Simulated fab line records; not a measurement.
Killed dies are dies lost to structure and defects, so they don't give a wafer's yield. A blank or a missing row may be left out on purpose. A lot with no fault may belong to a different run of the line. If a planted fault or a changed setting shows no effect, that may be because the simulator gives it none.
fab line records	flow berkeley_cmos170
[record] lots = 5	wafers = 15	last_day = 11
route steps=331 shown GATE@134 PLDD@145
lots that met no fault: from a run of the same line without faults
start_h: the number of hours between the record's first day and the start of the first shown wafer of the lot	wait_h: time in hours since the lot's previous step	" repeats the value in the row above	L1.1+2: a single row standing in for several wafers	- no value, or no start given	* or withheld: withheld	< > ~ a bound
route shown NAME@n: a module of which the file shows steps, and the number in the route of the first	usual: mean/standard deviation of fault-free wafers	same: alike in all rows	chamber/n: place in a boat	sites: readings site by site	_std_site: standard deviation across them	_edge_site: the outer-site mean with the inner-site mean subtracted	radius_mm: how far each site lies from the wafer's centre	mask NAME#n: copy n	behind: the tool/chamber that last shaped the wafer	hold: what put the lot on hold/how long, in hours/how the hold closed	device: whichever transistor did not switch (one of n, p or np)	end of line: the route-end tests of the same wafers	step lacking rows: just its recipe	killed: dies that structure and defects cost at the first sort, which is not the same as the wafer's yield	map: dies across one wafer; x = killed, . = not, _ = none there
set.NAME: the setting the step ran with; set.NAME@STEP: the setting that earlier step ran with	model.NAME: the simulator's own value behind a step, which no gauge read
certain route steps with their lots: each step a table, each wafer a row
services: when a tool's chamber went out of use (start_h, in hours from the record's first day, below 0 if earlier), for how many hours, and the reason
[[steps]]
[step UCB170_GATE_SOFTBAKE_08]
[recipe] resist = KrF	temp_c = 128.9	time_s = 60
[usual] plate_temp_C = 128.91/0.14
lot.wafer	tool	chamber	start_h	wait_h	plate_temp_C
L074.1	litho_track-01	0	-	-	129.16
L074.5	"	0	"	"	129.22
L074.6	"	0	"	"	128.95
L080.1	litho_track-03	0	-	-	128.80
L080.2	"	0	"	"	129.00
L080.4	"	0	"	"	128.77
L082.1	litho_track-01	0	-	-	129.07
L082.3	"	0	"	"	128.95
L082.4	"	0	"	"	128.83
L086.1	litho_track-03	0	-	-	128.92
L086.2	"	0	"	"	128.98
L086.3	"	0	"	"	128.81
L095.1	litho_track-03	0	-	-	128.41
L095.2	"	0	"	"	128.65
L095.5	"	0	"	"	128.75
[step UCB170_GATE_EXPOSE_09]
[recipe] mask_id = POLY	target_cd_nm = 350	na = 0.5	sigma_outer = 0.6	source_shape = conventional	dose_mj = 21
[usual] exposure_dose_mJ_cm2 = 21.311/0.02	reticle_temp_C = 23.00/0.11
lot.wafer	tool	chamber	start_h	wait_h	mask	exposure_dose_mJ_cm2	reticle_temp_C
L074.1	krf_scanner-02	0	125.64	-	POLY#0	21.323	23.05
L074.5	"	0	"	"	POLY#0	21.323	23.22
L074.6	"	0	"	"	POLY#0	21.304	23.00
L080.1	krf_scanner-02	0	158.23	-	POLY#0	21.321	22.81
L080.2	"	0	"	"	POLY#0	21.316	23.10
L080.4	"	0	"	"	POLY#0	21.312	22.86
L082.1	krf_scanner-01	0	166.09	-	POLY#0	21.337	22.86
L082.3	"	0	"	"	POLY#0	21.334	23.05
L082.4	"	0	"	"	POLY#0	21.352	22.93
L086.1	krf_scanner-01	0	188.55	-	POLY#0	21.325	22.79
L086.2	"	0	"	"	POLY#0	21.318	22.96
L086.3	"	0	"	"	POLY#0	21.294	22.86
L095.1	krf_scanner-01	0	229.24	-	POLY#0	21.349	23.00
L095.2	"	0	"	"	POLY#0	21.314	22.89
L095.5	"	0	"	"	POLY#0	21.340	23.05
[step UCB170_GATE_PEB_10]
[recipe] peb_temp_c = 130	peb_time_s = withheld	resist = KrF
[usual] plate_temp_C = 129.96/0.13
lot.wafer	tool	chamber	start_h	wait_h	plate_temp_C
L074.1	litho_track-02	0	125.86	0.2	130.11
L074.5	"	0	"	"	129.96
L074.6	"	0	"	"	129.86
L080.1	litho_track-01	0	158.35	0.1	129.87
L080.2	"	0	"	"	130.07
L080.4	"	0	"	"	130.19
L082.1	litho_track-03	0	166.21	0.1	130.01
L082.3	"	0	"	"	130.19
L082.4	"	0	"	"	130.04
L086.1	litho_track-02	0	188.71	0.1	129.90
L086.2	"	0	"	"	129.84
L086.3	"	0	"	"	130.05
L095.1	litho_track-03	0	229.69	0.4	129.88
L095.2	"	0	"	"	129.81
L095.5	"	0	"	"	129.70
[step UCB170_GATE_DEVELOP_11]
[recipe] developer = TMAH	develop_time_s = 45	resist = KrF	dev_temp_c = 21
lot.wafer	tool	chamber	start_h	wait_h
L074.1+5+6	litho_track-02	0	-	-
L080.1+2+4	litho_track-01	0	-	-
L082.1+3+4	litho_track-03	0	-	-
L086.1+2+3	litho_track-02	0	-	-
L095.1+2+5	litho_track-03	0	-	-
[step UCB170_GATE_CD_MEAS_12]
[recipe] target_cd_nm = 350
[usual] cd_nm = 349.8/1.2
lot.wafer	tool	chamber	start_h	wait_h	cd_nm
L074.1	cd_sem-02	-	126.13	-	350.2
L074.5	"	-	"	"	349.5
L074.6	"	-	"	"	351.3
L080.1	cd_sem-02	-	158.63	-	349.8
L080.2	"	-	"	"	349.2
L080.4	"	-	"	"	349.8
L082.1	cd_sem-02	-	166.48	-	350.2
L082.3	"	-	"	"	351.4
L082.4	"	-	"	"	349.6
L086.1	cd_sem-02	-	188.98	-	350.0
L086.2	"	-	"	"	351.7
L086.3	"	-	"	"	349.7
L095.1	cd_sem-02	-	229.96	-	349.7
L095.2	"	-	"	"	349.6
L095.5	"	-	"	"	349.6
[step UCB170_GATE_OVL_MEAS_13]
[usual] GATE_OVL = 4/7
lot.wafer	tool	chamber	start_h	wait_h	GATE_OVL[nm]
L074.1	overlay-02	-	126.25	0.1	8
L074.5	"	-	"	"	2
L074.6	"	-	"	"	-2
L080.1	overlay-02	-	158.75	0.1	9
L080.2	"	-	"	"	7
L080.4	"	-	"	"	3
L082.1	overlay-01	-	166.60	0.1	6
L082.3	"	-	"	"	0
L082.4	"	-	"	"	2
L086.1	overlay-01	-	189.10	0.1	15
L086.2	"	-	"	"	8
L086.3	"	-	"	"	19
L095.1	overlay-02	-	230.08	0.1	12
L095.2	"	-	"	"	15
L095.5	"	-	"	"	9
[step UCB170_GATE_ETCH_14]
[recipe] chemistry = N2/H2	target_depth_a = withheld	overetch_a = withheld	target = BARC	time_s = withheld	source_w = 500	bias_w = 100	pressure_mtorr = 30	n2_flow_sccm = 100	h2_flow_sccm = 200
[usual] drypump_motor_current_A = 5.7/0.41	oes_product_au = 1.004/0.029	throttle_valve_pct = 13.32/0.25
lot.wafer	tool	chamber	start_h	wait_h	drypump_motor_current_A	oes_product_au	throttle_valve_pct
L074.1	rie_diel-03	2	126.29	0.0	5.2	1.017	13.74
L074.5	"	3	"	"	5.5	1.000	13.05
L074.6	"	2	"	"	5.2	1.020	13.77
L080.1	rie_diel-04	2	158.78	0.0	5.9	0.991	13.19
L080.2	"	3	"	"	5.6	1.059	13.07
L080.4	"	1	"	"	5.6	0.988	13.32
L082.1	rie_diel-04	3	166.64	0.0	5.6	1.062	13.07
L082.3	"	1	"	"	5.7	0.994	13.31
L082.4	"	0	"	"	6.7	0.966	13.72
L086.1	rie_diel-04	0	189.14	0.0	6.7	0.966	13.71
L086.2	"	3	"	"	5.6	1.042	13.07
L086.3	"	2	"	"	5.9	0.996	13.26
L095.1	rie_diel-03	0	230.12	0.0	5.1	0.999	13.62
L095.2	"	2	"	"	5.2	1.002	13.76
L095.5	"	2	"	"	5.2	1.001	13.76
[step UCB170_GATE_ETCH_15]
[recipe] chemistry = HBr/Cl2	target = poly-Si	stop_on = SiO2	over_etch_frac = 0.3	icp_w = 300	bias_w = 150	time_s = 56.3	pressure_mtorr = 15	HBr_flow_sccm = 150	Cl2_flow_sccm = 50	target_depth_a = 2782
[usual] drypump_motor_current_A = 5.7/0.32	oes_product_au = 0.833/0.012	throttle_valve_pct = 26.4/0.36
lot.wafer	tool	chamber	start_h	wait_h	drypump_motor_current_A	oes_product_au	rf_hours_counter_h	throttle_valve_pct
L074.1	rie_si-01	3	126.33	-	5.5	0.821	1	26.7
L074.5	"	2	"	"	5.7	0.845	-	26.2
L074.6	"	3	"	"	5.5	0.843	-	26.7
L080.1	rie_si-01	3	158.82	-	5.5	0.833	1	26.7
L080.2	"	1	"	"	5.8	0.840	105	25.9
L080.4	"	0	"	"	5.0	0.844	64	27.0
L082.1	rie_si-01	0	166.68	-	5.0	0.841	64	27.0
L082.3	"	1	"	"	5.8	0.833	105	25.9
L082.4	"	2	"	"	5.7	0.843	15	26.2
L086.1	rie_si-01	1	189.18	-	5.8	0.833	105	25.8
L086.2	"	2	"	"	5.7	0.844	15	26.2
L086.3	"	3	"	"	5.5	0.830	1	26.7
L095.1	rie_si-02	1	230.16	-	6.2	0.835	1	26.6
L095.2	"	3	"	"	5.8	0.846	1	26.2
L095.5	"	1	"	"	6.2	0.841	-	26.6
[step UCB170_GATE_STRIP_16]
[recipe] chemistry = O2	power_w = 400	pressure_mtorr = 3500	platen_temp_c = withheld	o2_flow_sccm = 400	overash_fraction = 0.5
[usual] drypump_motor_current_A = 5.94/0.26	oes_product_au = 0.725/0.0046
lot.wafer	tool	chamber	start_h	wait_h	drypump_motor_current_A	oes_product_au	rf_hours_counter_h
L074.1	plasma_asher-02	1	126.38	0.0	6.25	0.726	1
L074.5	"	1	"	"	6.24	0.720	-
L074.6	"	0	"	"	5.79	0.727	-
L080.1	plasma_asher-03	0	158.87	0.0	5.61	0.720	44
L080.2	"	1	"	"	6.07	0.725	44
L080.4	"	1	"	"	6.07	0.722	-
L082.1	plasma_asher-03	0	166.73	0.0	5.66	0.723	45
L082.3	"	1	"	"	6.06	0.730	-
L082.4	"	0	"	"	5.62	0.725	-
L086.1	plasma_asher-03	0	189.23	0.0	5.61	0.727	48
L086.2	"	1	"	"	6.04	0.720	48
L086.3	"	1	"	"	6.05	0.728	-
L095.1	plasma_asher-03	0	230.21	0.0	5.62	0.724	52
L095.2	"	1	"	"	6.05	0.720	52
L095.5	"	1	"	"	6.04	0.726	-
[step UCB170_GATE_CD_MEAS_90]
[recipe] target_cd_nm = 350
[usual] cd_nm = 350.0/1.4
lot.wafer	tool	chamber	start_h	wait_h	cd_nm
L074.1	cd_sem-01	-	126.52	0.1	349.7
L074.5	"	-	"	"	349.4
L074.6	"	-	"	"	350.1
L080.1	cd_sem-01	-	158.97	0.1	350.3
L080.2	"	-	"	"	348.4
L080.4	"	-	"	"	350.3
L082.1	cd_sem-02	-	166.83	0.1	349.0
L082.3	"	-	"	"	352.6
L082.4	"	-	"	"	349.3
L086.1	cd_sem-01	-	189.33	0.1	350.7
L086.2	"	-	"	"	351.9
L086.3	"	-	"	"	351.3
L095.1	cd_sem-01	-	230.31	0.1	349.4
L095.2	"	-	"	"	349.4
L095.5	"	-	"	"	349.1
[step UCB170_GATE_CLEAN_17]
[recipe] chemistry = SPM	temp_c = 120	time_s = 600
lot.wafer	tool	chamber	start_h	wait_h
L074.1+5+6	wet_bench-01	3	126.70	0.2
L080.1+2+4	wet_bench-03	3	160.19	1.2
L082.1+3+4	wet_bench-02	2	166.95	0.1
L086.1+2+3	wet_bench-03	0	189.45	0.1
L095.1+2+5	wet_bench-01	0	230.43	0.1
[step UCB170_PLDD_HMDS_00]
[recipe] prime_time_s = 60	prime_temp_c = 100
lot.wafer	tool	chamber	start_h	wait_h
L074.1+5+6	litho_track-01	0	127.14	0.3
L080.1+2+4	litho_track-04	0	160.36	0.0
L082.1+3+4	litho_track-03	0	167.13	0.0
L086.1+2+3	litho_track-04	0	189.63	0.0
L095.1+2+5	litho_track-01	0	230.64	0.0
[step UCB170_PLDD_COAT_01]
[recipe] resist = KrF	spin_rpm = 1500	resist_thk_nm = 900
[usual] spin_speed_rpm = 1499.7/1.1
lot.wafer	tool	chamber	start_h	wait_h	spin_speed_rpm
L074.1	litho_track-01	0	127.29	0.1	1499.8
L074.5	"	0	"	"	1497.3
L074.6	"	0	"	"	1499.6
L080.1	litho_track-04	0	160.51	0.1	1501.5
L080.2	"	0	"	"	1500.1
L080.4	"	0	"	"	1499.4
L082.1	litho_track-03	0	167.28	0.1	1498.4
L082.3	"	0	"	"	1497.8
L082.4	"	0	"	"	1498.3
L086.1	litho_track-04	0	189.78	0.1	1498.4
L086.2	"	0	"	"	1500.9
L086.3	"	0	"	"	1499.5
L095.1	litho_track-01	0	230.79	0.1	1499.1
L095.2	"	0	"	"	1499.4
L095.5	"	0	"	"	1498.5
[step UCB170_PLDD_SOFTBAKE_02]
[recipe] resist = KrF	temp_c = 130	time_s = 60
[usual] plate_temp_C = 129.99/0.14
lot.wafer	tool	chamber	start_h	wait_h	plate_temp_C
L074.1	litho_track-01	0	127.44	0.1	129.99
L074.5	"	0	"	"	129.93
L074.6	"	0	"	"	129.97
L080.1	litho_track-04	0	160.66	0.1	129.95
L080.2	"	0	"	"	130.24
L080.4	"	0	"	"	129.91
L082.1	litho_track-03	0	167.43	0.1	129.86
L082.3	"	0	"	"	129.84
L082.4	"	0	"	"	129.89
L086.1	litho_track-04	0	189.93	0.1	130.02
L086.2	"	0	"	"	130.22
L086.3	"	0	"	"	130.06
L095.1	litho_track-01	0	230.94	0.1	129.96
L095.2	"	0	"	"	129.87
L095.5	"	0	"	"	129.84
[step UCB170_PLDD_EXPOSE_03]
[recipe] mask_id = PSELECT	na = 0.5	sigma_outer = 0.6	source_shape = conventional	target_cd_nm = 1200	dose_mj = 30
[usual] exposure_dose_mJ_cm2 = 30.00/0.031	reticle_temp_C = 23.02/0.1
lot.wafer	tool	chamber	start_h	wait_h	mask	exposure_dose_mJ_cm2	reticle_temp_C
L074.1	krf_scanner-01	0	127.59	0.1	PSELECT#0	29.99	23.00
L074.5	"	0	"	"	PSELECT#0	30.02	22.84
L074.6	"	0	"	"	PSELECT#0	30.01	22.97
L080.1	krf_scanner-01	0	160.81	0.1	PSELECT#0	30.02	23.09
L080.2	"	0	"	"	PSELECT#0	30.06	23.07
L080.4	"	0	"	"	PSELECT#0	30.03	23.10
L082.1	krf_scanner-01	0	167.77	0.3	PSELECT#0	29.99	23.14
L082.3	"	0	"	"	PSELECT#0	29.99	23.05
L082.4	"	0	"	"	PSELECT#0	29.98	22.82
L086.1	krf_scanner-01	0	190.35	0.4	PSELECT#0	30.00	22.86
L086.2	"	0	"	"	PSELECT#0	30.03	22.93
L086.3	"	0	"	"	PSELECT#0	30.05	22.90
L095.1	krf_scanner-01	0	231.21	0.2	PSELECT#0	30.02	23.07
L095.2	"	0	"	"	PSELECT#0	30.02	23.03
L095.5	"	0	"	"	PSELECT#0	30.03	23.11
[step UCB170_PLDD_PEB_04]
[recipe] peb_temp_c = 130	peb_time_s = withheld	resist = KrF
[usual] plate_temp_C = 130.02/0.14
lot.wafer	tool	chamber	start_h	wait_h	plate_temp_C
L074.1	litho_track-03	0	128.17	0.6	129.90
L074.5	"	0	"	"	129.95
L074.6	"	0	"	"	129.99
L080.1	litho_track-01	0	161.30	0.5	129.94
L080.2	"	0	"	"	129.93
L080.4	"	0	"	"	129.62
L082.1	litho_track-01	0	168.00	0.2	129.94
L082.3	"	0	"	"	129.90
L082.4	"	0	"	"	130.00
L086.1	litho_track-03	0	190.47	0.1	130.30
L086.2	"	0	"	"	130.30
L086.3	"	0	"	"	130.09
L095.1	litho_track-04	0	231.67	0.4	130.40
L095.2	"	0	"	"	130.08
L095.5	"	0	"	"	130.21
[step UCB170_PLDD_DEVELOP_05]
[recipe] developer = TMAH	develop_time_s = 45	resist = KrF	dev_temp_c = 21
lot.wafer	tool	chamber	start_h	wait_h
L074.1+5+6	litho_track-03	0	-	-
L080.1+2+4	litho_track-01	0	-	-
L082.1+3+4	litho_track-01	0	-	-
L086.1+2+3	litho_track-03	0	-	-
L095.1+2+5	litho_track-04	0	-	-
[step UCB170_PLDD_CD_MEAS_06]
[recipe] target_cd_nm = 1200
[usual] cd_nm = 1200.2/1.3
lot.wafer	tool	chamber	start_h	wait_h	cd_nm
L074.1	cd_sem-02	-	128.44	-	1202.4
L074.5	"	-	"	"	1200.7
L074.6	"	-	"	"	1201.7
L080.1	cd_sem-01	-	161.58	-	1201.4
L080.2	"	-	"	"	1201.5
L080.4	"	-	"	"	1201.8
L082.1	cd_sem-02	-	168.27	-	1198.6
L082.3	"	-	"	"	1199.8
L082.4	"	-	"	"	1200.0
L086.1	cd_sem-01	-	190.74	-	1202.2
L086.2	"	-	"	"	1203.5
L086.3	"	-	"	"	1203.2
L095.1	cd_sem-01	-	231.95	-	1200.5
L095.2	"	-	"	"	1202.1
L095.5	"	-	"	"	1201.8
[step UCB170_PLDD_OVL_MEAS_07]
[usual] PLDD_OVL = -4/5.7
lot.wafer	tool	chamber	start_h	wait_h	PLDD_OVL[nm]
L074.1	overlay-01	-	128.56	0.1	0
L074.5	"	-	"	"	-8
L074.6	"	-	"	"	-3
L080.1	overlay-01	-	161.70	0.1	-1
L080.2	"	-	"	"	-9
L080.4	"	-	"	"	-7
L082.1	overlay-01	-	168.39	0.1	0
L082.3	"	-	"	"	-1
L082.4	"	-	"	"	-2
L086.1	overlay-01	-	190.86	0.1	-15
L086.2	"	-	"	"	4
L086.3	"	-	"	"	-9
L095.1	overlay-01	-	232.07	0.1	-21
L095.2	"	-	"	"	-14
L095.5	"	-	"	"	-16
[step UCB170_PLDD_IMPLANT_08]
[recipe] species = BF2	dose_cm2 = 5e+13	energy_kev = 10	tilt_deg = 7	rotation_deg = 0
[usual] beam_on_s = 10.02/0.21
lot.wafer	tool	chamber	start_h	wait_h	beam_on_s
L074.1	implanter-02	0	128.60	0.0	9.71
L074.5	"	0	"	"	10.28
L074.6	"	0	"	"	10.06
L080.1	implanter-04	0	161.73	0.0	10.21
L080.2	"	0	"	"	9.94
L080.4	"	0	"	"	9.81
L082.1	implanter-02	0	168.43	0.0	10.05
L082.3	"	0	"	"	10.03
L082.4	"	0	"	"	10.00
L086.1	implanter-04	0	190.90	0.0	10.09
L086.2	"	0	"	"	9.89
L086.3	"	0	"	"	10.02
L095.1	implanter-01	0	232.10	0.0	10.12
L095.2	"	0	"	"	9.76
L095.5	"	0	"	"	9.99
[[services]]
tool	chamber	start_h	hours	kind
krf_scanner-02	-	103.03	1.3	pm
krf_scanner-01	-	108.05	0.2	repair
plasma_asher-02	-	108.85	9.0	pm
rie_si-01	3	110.49	4.9	repair
rie_diel-04	3	115.58	2.4	repair
plasma_asher-02	-	117.85	2.8	pm
plasma_asher-03	-	120.55	2.8	pm
krf_scanner-01	-	123.38	1.3	pm
krf_scanner-01	-	129.47	1.0	pm
implanter-01	-	135.38	0.8	repair
rie_si-01	2	147.38	3.5	repair
implanter-01	-	148.07	0.8	repair
krf_scanner-02	-	151.46	0.8	pm
krf_scanner-01	-	163.29	0.8	pm
rie_diel-04	3	168.50	5.2	repair
rie_diel-04	3	174.06	3.8	repair
krf_scanner-02	-	181.67	4.0	pm
rie_si-02	-	184.63	0.4	repair
rie_diel-03	2	196.71	7.8	repair
rie_si-02	0	218.29	10.0	repair
implanter-04	-	220.82	2.1	repair
implanter-01	-	221.76	6.0	repair
implanter-01	-	225.79	1.3	repair
rie_diel-03	3	227.84	10.3	repair
[[key]]
fault none
